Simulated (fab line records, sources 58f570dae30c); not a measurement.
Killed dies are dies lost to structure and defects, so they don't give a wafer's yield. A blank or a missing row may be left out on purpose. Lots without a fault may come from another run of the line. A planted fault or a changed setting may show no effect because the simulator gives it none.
Split-lot experiment | flow berkeley_cmos170 | 5 lots, 23 wafers read, on a route of 331 steps

THE SPLIT
At UCB170_PFIELD_IMPLANT_07, the setting energy_kev was moved away from the recipe's 80 on 7 of the 23 wafers read, by -5.2% to +5.2%. The other wafers ran this setting at the recipe's value.

The reading is taken at the split's own step.

THE READING
implant.drp_nm (the simulator's own value, which no gauge read), in nm, at UCB170_PFIELD_IMPLANT_07. The file gives no usual value for it.

wafer  | tool, chamber at the split | energy_kev as run | against the recipe | implant.drp_nm, nm | against lot-mates on the recipe
L075.1 | implanter-02, 0            | 80                | recipe             | 74.86              | -
L075.5 | implanter-02, 0            | 80                | recipe             | 74.86              | -
L075.6 | implanter-02, 0            | 80                | recipe             | 74.86              | -
L078.1 | implanter-02, 0            | 80                | recipe             | 74.86              | -
L078.3 | implanter-02, 0            | 80                | recipe             | 74.86              | -
L078.4 | implanter-02, 0            | 80                | recipe             | 74.86              | -
L078.5 | implanter-02, 0            | 80                | recipe             | 74.86              | -
L078.6 | implanter-02, 0            | 80                | recipe             | 74.86              | -
L080.2 | implanter-01, 0            | 80                | recipe             | 74.86              | -
L080.3 | implanter-01, 0            | 80                | recipe             | 74.86              | -
L080.6 | implanter-01, 0            | 80                | recipe             | 74.86              | -
L080.4 | implanter-01, 0            | 84.12             | +5.2%              | 76.63              | +1.77
L080.5 | implanter-01, 0            | 84.12             | +5.2%              | 76.63              | +1.77
L082.1 | implanter-01, 0            | 82.47             | +3.1%              | 75.93              | +1.07
L082.3 | implanter-01, 0            | 82.47             | +3.1%              | 75.93              | +1.07
L082.5 | implanter-01, 0            | 82.47             | +3.1%              | 75.93              | +1.07
L082.2 | implanter-01, 0            | 80                | recipe             | 74.86              | -
L082.6 | implanter-01, 0            | 80                | recipe             | 74.86              | -
L083.1 | implanter-02, 0            | 80                | recipe             | 74.86              | -
L083.5 | implanter-02, 0            | 80                | recipe             | 74.86              | -
L083.6 | implanter-02, 0            | 80                | recipe             | 74.86              | -
L083.2 | implanter-02, 0            | 75.81             | -5.2%              | 72.92              | -1.94
L083.4 | implanter-02, 0            | 75.81             | -5.2%              | 72.92              | -1.94

THE FIT
A straight line over all 23 wafers: implant.drp_nm changes by +0.356 nm for each +1% of energy_kev; r = +1.00; the points scatter about the line by 0.028 nm.
The same after taking each lot's own level away (the mean of its wafers on the recipe; 23 wafers): +0.356 nm for each +1%; r = +1.00; scatter 0.028 nm.
On that fit, the largest move of energy_kev shifts the reading by 1.9 nm.
The lots' own levels span 74.860 to 74.860 nm.
So the lot-to-lot level changes the slope little: the two slopes agree.
Check: with one of the wafers moved furthest among these (-5.2%) left out of the fit, the line predicts -1.86 nm for it against its lot-mates. It came out at -1.94 nm against them.

OTHER SPLITS ON THESE WAFERS
These wafers also went through other splits before the reading. Each is held against what the fit with the lots' levels taken away leaves over:
other split on the same wafers        | wafers away from the commonest value | r with implant.drp_nm (lot level and that fit taken away)
UCB170_NWELL_ETCH_13 time_s           | 7                                    | +0.18
UCB170_PWELL_CVD_05 sih2cl2_flow_sccm | 15                                   | +0.11
UCB170_PWELL_DEVELOP_12 dev_temp_c    | 11                                   | -0.29
UCB170_WELLDRIVE_OXIDATION_01 temp_c  | 13                                   | +0.40
UCB170_ACTIVE_COAT_08 spin_rpm        | 7                                    | +0.11
UCB170_ACTIVE_PEB_11 peb_temp_c       | 7                                    | +0.12

THE WHOLE CHAIN: every reading that the file lists as answering this split, in the file's order
step                     | what it does | reading                                                         | change (the file's fit)               | r (the file's)
UCB170_PFIELD_IMPLANT_07 |              | implant.rp_nm (the simulator's own value, which no gauge read)  | +2.18 nm for each +1% of the setting  | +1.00
UCB170_PFIELD_IMPLANT_07 |              | implant.drp_nm (the simulator's own value, which no gauge read) | +0.356 nm for each +1% of the setting | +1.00

THE FILE'S OWN FIT
implant.drp_nm changes by +0.356 nm for each +1% of energy_kev, r = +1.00.
